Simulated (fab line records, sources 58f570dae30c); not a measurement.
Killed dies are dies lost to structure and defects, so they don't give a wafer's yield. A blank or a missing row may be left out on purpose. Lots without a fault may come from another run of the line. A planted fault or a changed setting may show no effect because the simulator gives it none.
Tool commonality check | flow berkeley_cmos170 | 14 lots, 42 wafers sampled

WHY IT WAS OPENED
At UCB170_WELLDRIVE_THK_MEAS_02 the reading WELLDRIVE_OXIDE_THK is flagged on 2 of 14 lots. Wafers without a fault read 200 nm, standard deviation 4.
Rule: a lot is flagged when every wafer of it that has a number lies more than 4 standard deviations from that mean, or none has a number. The other lots count as sound.

lot  | measured    | on            | WELLDRIVE_OXIDE_THK (nm), wafer by wafer | flag
L190 | day 4 00:54 | film_metro-01 | 204 201 200                              |
L193 | day 4 15:16 | film_metro-04 | 205 202 204                              |
L194 | day 4 15:16 | film_metro-03 | 202 200 199                              |
L195 | day 5 14:11 | film_metro-04 | 199 199 199                              |
L197 | day 5 21:29 | film_metro-01 | 254 257 253                              | FLAGGED
L198 | day 5 21:31 | film_metro-04 | 254 250 255                              | FLAGGED
L204 | day 7 08:55 | film_metro-01 | 200 201 199                              |
L206 | day 7 08:55 | film_metro-04 | 200 193 198                              |
L207 | day 7 22:22 | film_metro-04 | 205 202 201                              |
L208 | day 7 22:22 | film_metro-03 | 213 208 209                              |
L210 | day 8 05:41 | film_metro-03 | 205 207 204                              |
L211 | day 8 05:41 | film_metro-01 | 203 201 200                              |
L209 | day 8 05:45 | film_metro-03 | 206 199 204                              |
L213 | day 8 16:28 | film_metro-04 | 190 192 189                              |
The numbers of the flagged lots are 254 nm on average: +54 nm against the usual, or +13 standard deviations.

WHICH TOOL RAN EACH LOT
The record holds 1 process step before the reading, out of a route of 331 steps. In each cell: the tool, then ch and the chambers that the sampled wafers went through, then the start.
lot  | flag    | UCB170_WELLDRIVE_OXIDATION_01
L190 |         | furnace-02 ch 0, day 3 21:20
L193 |         | furnace-02 ch 0, day 4 11:46
L194 |         | furnace-02 ch 0, day 4 11:46
L195 |         | furnace-02 ch 0, day 5 10:40
L197 | FLAGGED | furnace-02 ch 0, day 5 17:59
L198 | FLAGGED | furnace-02 ch 0, day 5 17:59
L204 |         | furnace-04 ch 0, day 7 05:25
L206 |         | furnace-04 ch 0, day 7 05:25
L207 |         | furnace-04 ch 0, day 7 18:52
L208 |         | furnace-04 ch 0, day 7 18:52
L210 |         | furnace-04 ch 0, day 8 02:11
L211 |         | furnace-04 ch 0, day 8 02:11
L209 |         | furnace-04 ch 0, day 8 02:11
L213 |         | furnace-01 ch 0, day 8 12:57
What these steps do:
- UCB170_WELLDRIVE_OXIDATION_01: target thk 199 nm, ox time 9000 s.
- UCB170_WELLDRIVE_THK_MEAS_02

FLAGGED OVER TOTAL, TOOL BY TOOL (the gauges that took the reading come last)
step                          | tool          | lots run | flagged | share of the flagged lots | sound lots run after its first flagged lot
UCB170_WELLDRIVE_OXIDATION_01 | furnace-01    | 1        | 0       | none                      | -
UCB170_WELLDRIVE_OXIDATION_01 | furnace-02    | 6        | 2       | all                       | 0
UCB170_WELLDRIVE_OXIDATION_01 | furnace-04    | 7        | 0       | none                      | -
UCB170_WELLDRIVE_THK_MEAS_02  | film_metro-01 | 4        | 1       | some                      | 2 (L204,L211)
UCB170_WELLDRIVE_THK_MEAS_02  | film_metro-03 | 4        | 0       | none                      | -
UCB170_WELLDRIVE_THK_MEAS_02  | film_metro-04 | 6        | 1       | some                      | 3 (L206,L207,L213)

WHAT THE TABLE ALLOWS
1 row of the table ran every flagged lot: furnace-02 at UCB170_WELLDRIVE_OXIDATION_01.
- furnace-02 at UCB170_WELLDRIVE_OXIDATION_01: 2 of its 6 lots flagged. Its last sound lot is L195 (day 5 10:40), its first flagged lot L197 (day 5 17:59): a fault that began between those two fits.
One tool is left: furnace-02 at UCB170_WELLDRIVE_OXIDATION_01.

WHAT THE SIMULATOR HAD PUT IN
Process parameter drift: furnace-02, from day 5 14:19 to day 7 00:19, at UCB170_WELLDRIVE_OXIDATION_01. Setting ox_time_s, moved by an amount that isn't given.
Lots struck among those shown: L197, L198. The rule above found the same.
